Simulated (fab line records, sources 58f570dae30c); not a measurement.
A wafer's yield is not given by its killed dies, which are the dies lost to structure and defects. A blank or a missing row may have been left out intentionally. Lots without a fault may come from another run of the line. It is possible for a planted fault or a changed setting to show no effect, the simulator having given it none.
Problem report in the 8D (eight disciplines) form, filled by code || flow berkeley_cmos170 || the parts of the form that need people (team, actions taken, sign-off) are left out

## 1. PROBLEM STATEMENT
V1_POLISHED_THK at UCB170_V1_THK_MEAS_04 reads a mean of 750.0 nm on 1 wafer of 1 lot; wafers without a fault read 999.9 nm with a standard deviation of 0.99. That is -99 or more standard deviations from the usual mean.
Earliest sighting: wafer L776.1 on film_metro-01 at day 11 16:59. The record holds 39 wafers of 13 lots with a number at this step. Rule for "out" (also "out of limits"): further than 4 standard deviations from the usual mean. The rest of the wafers with a number are treated as sound.

## 2. WHAT IT IS AND WHAT IT IS NOT
{"question": "which readings at this step", "is": "V1_POLISHED_THK", "is not": "-"}
{"question": "which lots", "is": "L776", "is not": "L760, L761, L762, L763, L764, L765, L766, L768, L769, L770, L771, L781"}
{"question": "which wafers of those lots", "is": "L776.1", "is not": "L776.2, L776.5"}
{"question": "read on which gauges", "is": "film_metro-01", "is not": "film_metro-03, film_metro-04"}
{"question": "when", "is": "from day 11 16:59", "is not": "up to then (35 sound wafers); but 3 sound wafers of L781 came after"}

## 3. WHAT RULES OUT EACH SUSPECT
Counting: if a tool at a process step up to the reading ran every lot that is out, it stays a suspect. Sound lots after the first of them don't rule it out here, since some wafers of a struck lot are sound.
- the gauge at UCB170_V1_THK_MEAS_04 is ruled out. All the wafers that are out were read on film_metro-01, but those of them that UCB170_V1_ETCH_14 has rows for are out there too, on other tools.
- cmp-01 at UCB170_V1_CMP_02 (polishes SiO2): kept. It processed L776, the lot that is out, at day 11 16:34, and its most recent sound lot before then was L769 at day 10 06:54.
- At UCB170_V1_CMP_02, inside cmp-01: chamber 1 took the wafers that are out, while their sound lot-mates went through chambers 2, 3.
Remaining after the count: cmp-01 at UCB170_V1_CMP_02.

## 4. THE CAUSE (what the simulator had put in)
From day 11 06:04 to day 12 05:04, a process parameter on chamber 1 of cmp-01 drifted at UCB170_V1_CMP_02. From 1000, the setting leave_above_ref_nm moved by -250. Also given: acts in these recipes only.
Counting left only this tool.

## 5. THE EFFECT CHAIN, in route order
Each row: a reading where the mean over the struck wafers with a number is more than 3 standard deviations away from the usual. Readings are gone through only where the record gives a usual standard deviation; hours: the median, over the lots, of the time from a lot's start at the first step in this table giving one to that lot's start at this step; sigmas: the change measured in usual standard deviations.
{"hours": 0, "step": "UCB170_V1_THK_MEAS_04", "reading": "V1_POLISHED_THK", "usual": "999.9 nm", "on struck wafers": 750.0, "change": -249.9, "sigmas": "-99 or more"}
{"hours": 1, "step": "UCB170_V1_ETCH_14", "reading": "oes_product_au", "usual": "0.875 a.u.", "on struck wafers": 0.735, "change": -0.140, "sigmas": -9.3}
It contains these process steps:
- UCB170_V1_ETCH_14: etches SiO2 in CHF3/CF4/Ar, stops on Al, target depth 1250 nm, time 291 s.
Later measuring or inspecting steps at which every struck wafer that the step has a row for has a number for every such reading, and none has moved that far: UCB170_V1_CD_MEAS_12, UCB170_V1_CD_MEAS_90.

## 6. WHAT WOULD HAVE CAUGHT IT SOONER
11 hours passed between the start of the fault at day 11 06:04 and the first reading out of limits at a measuring or inspecting step in this record, taken at day 11 16:59.
Of the tool readings at UCB170_V1_CMP_02 for which the record gives a usual standard deviation, none was out on any struck wafer, so an alarm limit of 4 standard deviations on them would not have fired.
By day 11 16:59, every lot that is out (1) had started UCB170_V1_CMP_02 on cmp-01. Had the tool been put on hold then, not one of them would have been saved.
